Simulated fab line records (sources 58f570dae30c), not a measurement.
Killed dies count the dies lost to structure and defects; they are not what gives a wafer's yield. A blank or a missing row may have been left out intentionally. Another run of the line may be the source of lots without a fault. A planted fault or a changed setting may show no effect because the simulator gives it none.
Split-lot study | flow berkeley-cmos170 | 23 wafers read from 5 lots, route of 331 steps

ON THE SPLIT
At UCB170_NLDD_IMPLANT_09, the setting energy-kev was moved away from the recipe's 30 on 7 of the 23 wafers read, by -5.5% to +4.8%. This setting was run at the recipe's value on the other wafers.

Reading taken at the split's own step.

THE READING
In nm, at UCB170_NLDD_IMPLANT_09: implant.drp-nm, which is the simulator's own figure and was read by no gauge. No usual value for it is given in the file.

wafer  | tool, chamber at the split | energy-kev as run | against the recipe | implant.drp-nm, nm | against lot-mates on the recipe
L078.1 | implanter-02, 0            | 30                | recipe             | 9.611              | -
L078.2 | implanter-02, 0            | 30                | recipe             | 9.611              | -
L078.4 | implanter-02, 0            | 30                | recipe             | 9.611              | -
L078.5 | implanter-02, 0            | 30                | recipe             | 9.611              | -
L078.6 | implanter-02, 0            | 30                | recipe             | 9.611              | -
L077.1 | implanter-03, 0            | 31.45             | +4.8%              | 9.95               | +0.339
L077.4 | implanter-03, 0            | 31.45             | +4.8%              | 9.95               | +0.339
L077.2 | implanter-03, 0            | 30                | recipe             | 9.611              | -
L077.3 | implanter-03, 0            | 30                | recipe             | 9.611              | -
L077.5 | implanter-03, 0            | 30                | recipe             | 9.611              | -
L080.1 | implanter-02, 0            | 30                | recipe             | 9.611              | -
L080.3 | implanter-02, 0            | 30                | recipe             | 9.611              | -
L080.5 | implanter-02, 0            | 30                | recipe             | 9.611              | -
L084.1 | implanter-04, 0            | 30                | recipe             | 9.611              | -
L084.3 | implanter-04, 0            | 30                | recipe             | 9.611              | -
L084.4 | implanter-04, 0            | 30                | recipe             | 9.611              | -
L084.5 | implanter-04, 0            | 29.52             | -1.6%              | 9.498              | -0.113
L084.6 | implanter-04, 0            | 29.52             | -1.6%              | 9.498              | -0.113
L085.1 | implanter-03, 0            | 28.34             | -5.5%              | 9.222              | -0.389
L085.3 | implanter-03, 0            | 28.34             | -5.5%              | 9.222              | -0.389
L085.6 | implanter-03, 0            | 28.34             | -5.5%              | 9.222              | -0.389
L085.2 | implanter-03, 0            | 30                | recipe             | 9.611              | -
L085.5 | implanter-03, 0            | 30                | recipe             | 9.611              | -

FIT RESULTS
A straight line over all 23 wafers: implant.drp-nm changes by +0.0703 nm for each +1% of energy-kev; r = +1.00; the points scatter about the line by 0.00023 nm.
The same after taking each lot's own level away (the mean of its wafers on the recipe; 23 wafers): +0.0703 nm for each +1%; r = +1.00; scatter 0.00023 nm.
The reading moves by 0.39 nm for the largest change in energy-kev, on that fit.
The lots' own levels span 9.6110 to 9.6110 nm.
Hence the lot-to-lot level has little effect on the slope; both slopes agree.
Check: -0.389 nm against its lot-mates is what the line predicts for one of the wafers moved furthest among these (-5.5%) when that wafer is left out of the fit. It came out at -0.389 nm against them.

OTHER SPLITS ON THESE WAFERS
These wafers also went through other splits before the reading. Each is held against what the fit with the lots' levels taken away leaves over:
other split on the same wafers     | wafers away from the commonest value | r with implant.drp-nm (lot level and that fit taken away)
UCB170_START_OXIDATION_02 temp-c   | 5                                    | +0.08
UCB170_ZERO_STRIP_07 o2-flow-sccm  | 7                                    | -0.10
UCB170_NWELL_CVD_04 pressure-mtorr | 10                                   | -0.34
UCB170_NWELL_ETCH_13 time-s        | 5                                    | +0.20
UCB170_ACTIVE_STRIP_16 power-w     | 5                                    | -0.22
UCB170_PLDD_COAT_01 resist-thk-nm  | 10                                   | +0.38

THE WHOLE CHAIN: every reading that the file lists as answering this split, in the file's order
step                   | what it does | reading                                                         | change (the file's fit)                | r (the file's)
UCB170_NLDD_IMPLANT_09 |              | implant.rp-nm (the simulator's own value, which no gauge read)  | +0.161 nm for each +1% of the setting  | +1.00
UCB170_NLDD_IMPLANT_09 |              | implant.drp-nm (the simulator's own value, which no gauge read) | +0.0702 nm for each +1% of the setting | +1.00

FILE'S OWN FIT
implant.drp-nm changes by +0.0702 nm for each +1% of energy-kev, r = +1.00.
